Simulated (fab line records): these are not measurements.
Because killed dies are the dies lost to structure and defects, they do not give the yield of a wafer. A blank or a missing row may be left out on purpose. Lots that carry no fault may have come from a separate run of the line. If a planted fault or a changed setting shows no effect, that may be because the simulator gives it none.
Which of the tools did it? :: flow berkeley-cmos170 :: 7 lots (21 wafers sampled), 1 step of a 331-step route

WHAT THE GAUGES READ, wafer by wafer
UCB170_NLDD_OVL_MEAS_07.
lot: L975
measured: day 7 19:31
on: overlay-01
NLDD_OVL (nm): 3 1 2

lot: L974
measured: day 7 20:13
on: overlay-01
NLDD_OVL (nm): 12 4 13

lot: L981
measured: day 9 10:46
on: overlay-01
NLDD_OVL (nm): 6 3 3

lot: L984
measured: day 9 13:43
on: overlay-01
NLDD_OVL (nm): 3 8 -5

lot: L987
measured: day 10 09:57
on: overlay-01
NLDD_OVL (nm): 6 15 2

lot: L989
measured: day 10 14:10
on: overlay-02
NLDD_OVL (nm): -4 -6 2

lot: L991
measured: day 11 10:05
on: overlay-02
NLDD_OVL (nm): 11 12 13

EACH LOT AND THE TOOL THAT RAN IT (in order: tool; ch and the chambers of the sampled wafers; start)
Before these readings, the record contains no process step.

THE ANSWER, worked out from the rows above alone
Rule: the lots themselves supply what counts as usual. Put in order of their means at a reading, lots are off if they are a third of the lots or fewer, leave a main group of 4 or more, and stand apart from it by a gap of 3 or more times the standard deviation of the main group's means; of several such gaps the widest counts. A main group is skipped when, at the precision printed for the reading in the tables above, its means are all equal. A lot without any number at a reading at which 4 lots or more have one is off too. All remaining lots with rows at the step are treated as sound.
No lot is off on any of the readings shown, so nothing can be concluded from this.

WHAT THE SIMULATOR HAD INSERTED
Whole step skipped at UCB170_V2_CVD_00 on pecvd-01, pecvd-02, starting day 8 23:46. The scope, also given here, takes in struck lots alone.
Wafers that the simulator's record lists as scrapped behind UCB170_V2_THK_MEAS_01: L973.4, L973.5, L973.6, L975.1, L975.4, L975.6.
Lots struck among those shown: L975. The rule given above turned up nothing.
